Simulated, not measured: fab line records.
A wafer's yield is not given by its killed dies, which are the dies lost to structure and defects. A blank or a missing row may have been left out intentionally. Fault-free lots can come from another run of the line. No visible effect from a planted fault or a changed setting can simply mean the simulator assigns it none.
Which tool is to blame? / flow rit cmos / 39 wafers from 13 lots sampled at 4 of the route's 202 steps

WHAT THE GAUGES READ, wafer by wafer
RIT_FOX2_THK_MEAS_91. Usual: FIELD_OXIDE_LEFT_2_THK typically reads 254 nm, with standard deviation 7.8.
lot=L936; measured=day 2 10:03; on=film metro-02; FIELD_OXIDE_LEFT_2_THK (nm)=256 252 253; flag=
lot=L939; measured=day 2 22:56; on=film metro-01; FIELD_OXIDE_LEFT_2_THK (nm)=238 241 244; flag=
lot=L940; measured=day 3 12:16; on=film metro-02; FIELD_OXIDE_LEFT_2_THK (nm)=249 257 253; flag=
lot=L941; measured=day 3 17:26; on=film metro-04; FIELD_OXIDE_LEFT_2_THK (nm)=253 255 253; flag=
lot=L943; measured=day 4 04:11; on=film metro-04; FIELD_OXIDE_LEFT_2_THK (nm)=257 254 251; flag=
lot=L944; measured=day 4 05:48; on=film metro-02; FIELD_OXIDE_LEFT_2_THK (nm)=261 254 257; flag=
lot=L948; measured=day 5 00:32; on=film metro-01; FIELD_OXIDE_LEFT_2_THK (nm)=255 257 252; flag=
lot=L949; measured=day 5 03:29; on=film metro-04; FIELD_OXIDE_LEFT_2_THK (nm)=257 254 252; flag=
lot=L952; measured=day 5 18:40; on=film metro-04; FIELD_OXIDE_LEFT_2_THK (nm)=241 246 243; flag=
lot=L955; measured=day 6 10:29; on=film metro-02; FIELD_OXIDE_LEFT_2_THK (nm)=263 256 256; flag=
lot=L956; measured=day 6 14:17; on=film metro-04; FIELD_OXIDE_LEFT_2_THK (nm)=261 259 261; flag=
lot=L958; measured=day 6 23:10; on=film metro-04; FIELD_OXIDE_LEFT_2_THK (nm)=256 257 255; flag=
lot=L959; measured=day 7 05:38; on=film metro-04; FIELD_OXIDE_LEFT_2_THK (nm)=255 258 256; flag=

RIT_SILICIDE_RS_MEAS_02: the measuring method here is four-point-probe. Usual: SILICIDE_TI_RS typically reads 47.3 ohm/sq, with standard deviation 0.54.
lot=L936; measured=day 3 10:19; on=film metro-02; SILICIDE_TI_RS (ohm/sq)=47.2 47.7 47.8; flag=
lot=L939; measured=day 4 01:45; on=film metro-02; SILICIDE_TI_RS (ohm/sq)=46.9 46.9 47.0; flag=
lot=L940; measured=day 4 10:10; on=film metro-02; SILICIDE_TI_RS (ohm/sq)=47.0 47.5 47.8; flag=
lot=L941; measured=day 4 16:11; on=film metro-01; SILICIDE_TI_RS (ohm/sq)=47.0 47.6 47.6; flag=
lot=L943; measured=day 5 01:29; on=film metro-04; SILICIDE_TI_RS (ohm/sq)=47.2 46.8 46.8; flag=
lot=L944; measured=day 5 00:58; on=film metro-02; SILICIDE_TI_RS (ohm/sq)=46.1 46.8 46.8; flag=
lot=L948; measured=day 5 19:04; on=film metro-02; SILICIDE_TI_RS (ohm/sq)=46.5 46.5 47.1; flag=
lot=L949; measured=day 6 01:11; on=film metro-04; SILICIDE_TI_RS (ohm/sq)=46.4 46.9 47.1; flag=
lot=L952; measured=day 6 13:31; on=film metro-02; SILICIDE_TI_RS (ohm/sq)=46.7 47.2 47.6; flag=
lot=L955; measured=day 7 11:58; on=film metro-02; SILICIDE_TI_RS (ohm/sq)=46.5 46.7 46.8; flag=
lot=L956; measured=day 7 12:17; on=film metro-04; SILICIDE_TI_RS (ohm/sq)=48.1 47.4 48.3; flag=
lot=L958; measured=day 8 01:41; on=film metro-02; SILICIDE_TI_RS (ohm/sq)=47.2 47.4 47.7; flag=
lot=L959; measured=day 8 06:40; on=film metro-04; SILICIDE_TI_RS (ohm/sq)=47.3 47.9 47.7; flag=

WHICH TOOL RAN EACH LOT (tool, then ch and the chambers of the sampled wafers, then the start)
lot=L936; RIT_NLDD_STRIP_09=plasma asher-03 ch 1, day 3 01:49; RIT_SDANNEAL_CLEAN_01=wet bench-04 ch 0, day 3 09:24
lot=L939; RIT_NLDD_STRIP_09=plasma asher-04 ch 0,1, day 3 15:41; RIT_SDANNEAL_CLEAN_01=wet bench-02 ch 0, day 4 00:51
lot=L940; RIT_NLDD_STRIP_09=plasma asher-02 ch 0,1, day 4 01:40; RIT_SDANNEAL_CLEAN_01=wet bench-04 ch 1, day 4 09:16
lot=L941; RIT_NLDD_STRIP_09=plasma asher-03 ch 0,1, day 4 07:24; RIT_SDANNEAL_CLEAN_01=wet bench-02 ch 1, day 4 15:17
lot=L943; RIT_NLDD_STRIP_09=plasma asher-02 ch 0,1, day 4 16:20; RIT_SDANNEAL_CLEAN_01=wet bench-02 ch 2, day 5 00:36
lot=L944; RIT_NLDD_STRIP_09=plasma asher-04 ch 0,1, day 4 16:32; RIT_SDANNEAL_CLEAN_01=wet bench-03 ch 3, day 5 00:04
lot=L948; RIT_NLDD_STRIP_09=plasma asher-03 ch 0,1, day 5 10:37; RIT_SDANNEAL_CLEAN_01=wet bench-02 ch 1, day 5 18:08
lot=L949; RIT_NLDD_STRIP_09=plasma asher-02 ch 0,1, day 5 15:49; RIT_SDANNEAL_CLEAN_01=wet bench-03 ch 3, day 6 00:14
lot=L952; RIT_NLDD_STRIP_09=plasma asher-03 ch 0,1, day 6 05:08; RIT_SDANNEAL_CLEAN_01=wet bench-04 ch 2, day 6 12:34
lot=L955; RIT_NLDD_STRIP_09=plasma asher-02 ch 0,1, day 6 21:20; RIT_SDANNEAL_CLEAN_01=wet bench-04 ch 0, day 7 11:05
lot=L956; RIT_NLDD_STRIP_09=plasma asher-03 ch 0,1, day 7 02:05; RIT_SDANNEAL_CLEAN_01=wet bench-04 ch 2, day 7 11:24
lot=L958; RIT_NLDD_STRIP_09=plasma asher-04 ch 0,1, day 7 16:55; RIT_SDANNEAL_CLEAN_01=wet bench-04 ch 1, day 8 00:33
lot=L959; RIT_NLDD_STRIP_09=plasma asher-04 ch 0,1, day 7 20:43; RIT_SDANNEAL_CLEAN_01=wet bench-04 ch 1, day 8 05:44
- RIT_NLDD_STRIP_09: strips in O2, time 180 s.
- RIT_SDANNEAL_CLEAN_01: cleans in dHF, time 30 s.

AS READ BY THE TOOLS THEMSELVES (means over the sampled wafers that have a number; for cases with no such wafer, the mark the record gives instead)
RIT_NLDD_STRIP_09. Usual: drypump motor current A reads 5.8 A (standard deviation 0.34).
lot=L936; tool=plasma asher-03; drypump motor current A (A)=5.5; flag=
lot=L939; tool=plasma asher-04; drypump motor current A (A)=5.9; flag=
lot=L940; tool=plasma asher-02; drypump motor current A (A)=6.3; flag=
lot=L941; tool=plasma asher-03; drypump motor current A (A)=5.5; flag=
lot=L943; tool=plasma asher-02; drypump motor current A (A)=6.0; flag=
lot=L944; tool=plasma asher-04; drypump motor current A (A)=5.9; flag=
lot=L948; tool=plasma asher-03; drypump motor current A (A)=5.5; flag=
lot=L949; tool=plasma asher-02; drypump motor current A (A)=6.0; flag=
lot=L952; tool=plasma asher-03; drypump motor current A (A)=5.5; flag=
lot=L955; tool=plasma asher-02; drypump motor current A (A)=6.0; flag=
lot=L956; tool=plasma asher-03; drypump motor current A (A)=5.5; flag=
lot=L958; tool=plasma asher-04; drypump motor current A (A)=5.9; flag=
lot=L959; tool=plasma asher-04; drypump motor current A (A)=5.9; flag=

RIT_SDANNEAL_CLEAN_01. Usual: run length s reads 59.0 s (standard deviation 2.8).
lot=L936; tool=wet bench-04; run length s (s)=57.4; flag=
lot=L939; tool=wet bench-02; run length s (s)=57.3; flag=
lot=L940; tool=wet bench-04; run length s (s)=55.8; flag=
lot=L941; tool=wet bench-02; run length s (s)=58.6; flag=
lot=L943; tool=wet bench-02; run length s (s)=55.2; flag=
lot=L944; tool=wet bench-03; run length s (s)=63.3; flag=
lot=L948; tool=wet bench-02; run length s (s)=183.5; flag=OFF
lot=L949; tool=wet bench-03; run length s (s)=58.3; flag=
lot=L952; tool=wet bench-04; run length s (s)=61.8; flag=
lot=L955; tool=wet bench-04; run length s (s)=57.3; flag=
lot=L956; tool=wet bench-04; run length s (s)=56.3; flag=
lot=L958; tool=wet bench-04; run length s (s)=55.4; flag=
lot=L959; tool=wet bench-04; run length s (s)=61.1; flag=

THE ANSWER, worked out from the rows above alone
Rule: a lot is off if the mean of its wafers that have a number lies more than 3 standard deviations from the usual mean. Also off: a lot with no number at a reading for which 4 or more lots have one. Any other lot the step has rows for is counted as sound. After the gauges, taken in route order, come the tools' own readings; for these a lot's mean is taken, as printed above. The first step at which some lot is off is used, and at that step the reading that is off furthest; a lot without a number counts as furthest.
Off at RIT_SDANNEAL_CLEAN_01 (run length s): L948.
If a tool, at that step or one of the process steps before it, ran each lot that is off and ran no sound lot following the first of them, it fits. One fits: RIT_SDANNEAL_CLEAN_01 on wet bench-02. Its last sound lot is L943 (day 5 00:36), its first lot that is off L948 (day 5 18:08): a fault that began between those two fits.
The tool's own readings at RIT_SDANNEAL_CLEAN_01 bear it out: on the lots that are off they differ by more than 5 times the standard deviation of the sound lots' means. run length s reads 183.5 s there against 58.1 s on the sound lots.

WHAT WAS PUT IN BY THE SIMULATOR
wet bench-02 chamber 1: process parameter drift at RIT_SDANNEAL_CLEAN_01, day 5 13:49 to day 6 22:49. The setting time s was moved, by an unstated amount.
Lots struck among those shown: L948. The same result came from the rule above.
